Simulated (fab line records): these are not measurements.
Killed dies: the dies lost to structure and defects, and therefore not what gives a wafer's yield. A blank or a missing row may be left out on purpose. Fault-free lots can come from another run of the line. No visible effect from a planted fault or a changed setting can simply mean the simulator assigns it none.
Struck lot and sound lot, side by side    flow rit_cmos    15 steps out of a route of 202
Sound: the wafers L309.2, L309.3, L309.5. Wafers L312.2, L312.4, L312.6 were the ones struck. The cause is named last.
Per side, at each step with rows, come the tool, then ch with its chambers, and then its first start. Under that, the readings that differ: sound wafers    struck wafers    difference of the means    sigmas: that difference in standard deviations of wafers without a fault.
alike: a reading whose means differ by less than 2 such deviations, as well as words and numbers matching on both sides. not compared: withheld readings; readings where some wafer has no value; bounds like >300 that might hide an equal value; numbers whose values overlap and for which the record gives no deviation.
The two part at a step that has a row with sigmas, a row that says differs or no value, or rows on one side only. When numbers do not overlap yet have no deviation, they are printed without sigmas and do not part them. A reading missing from all wafers of one side parts the sides only when that side holds two or more wafers.

first, 2 steps without rows for these wafers: RIT_REOX_CLEAN_02 (cleans in SC2, time 600 s); RIT_REOX_OXIDATION_03 (target thk 25.2 nm, ox time 5580 s).
RIT_REOX_THK_MEAS_04:
  sound on film_metro-01 at day 3 09:07; struck on film_metro-04 at day 4 00:18
  alike: REOX_OXIDE_THK
then, 6 steps without rows for these wafers: RIT_NLDD_HMDS_00 (prime time 60 s); RIT_NLDD_COAT_01 (resist thk 1000 nm); RIT_NLDD_SOFTBAKE_02 (time 60 s); RIT_NLDD_EXPOSE_03 (exposes mask M7, target cd 40700 nm); RIT_NLDD_PEB_04; RIT_NLDD_DEVELOP_05 (develop time 50 s).
RIT_NLDD_OVL_MEAS_06:
  sound on overlay-01 at day 3 10:14; struck on overlay-02 at day 4 01:13
  alike: NLDD_OVL
then, 2 steps without rows for these wafers: RIT_NLDD_HARDBAKE_07 (time 60 s); RIT_NLDD_IMPLANT_08.
RIT_NLDD_STRIP_09: strips in O2, time 180 s.
  sound on plasma_asher-04 ch 0,1, day 3 10:34; struck on plasma_asher-03 ch 0,1, day 4 01:32
reading                         sound           struck          difference  sigmas
chamber_pressure_mTorr (mTorr)  4001 4000 4004  3200 3194 3205  -802        -99 or more
  alike: drypump_motor_current_A
  not compared: rf_hours_counter_h
RIT_NLDD_TW_MEAS_10:
  sound on film_metro-01 at day 3 10:46; struck on film_metro-03 at day 4 01:44
  alike: NLDD_TW
next, for these wafers, 1 step has no rows: RIT_M1_PROBE_99.

== WHERE THEY PART ==
RIT_NLDD_STRIP_09 only, going by this record. Later steps at which nothing parts them and some readings are alike: RIT_NLDD_TW_MEAS_10.

WHY: what the simulator had put in
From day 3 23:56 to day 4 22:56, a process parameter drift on plasma_asher-03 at RIT_NLDD_STRIP_09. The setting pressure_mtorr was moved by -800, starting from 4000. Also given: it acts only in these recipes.
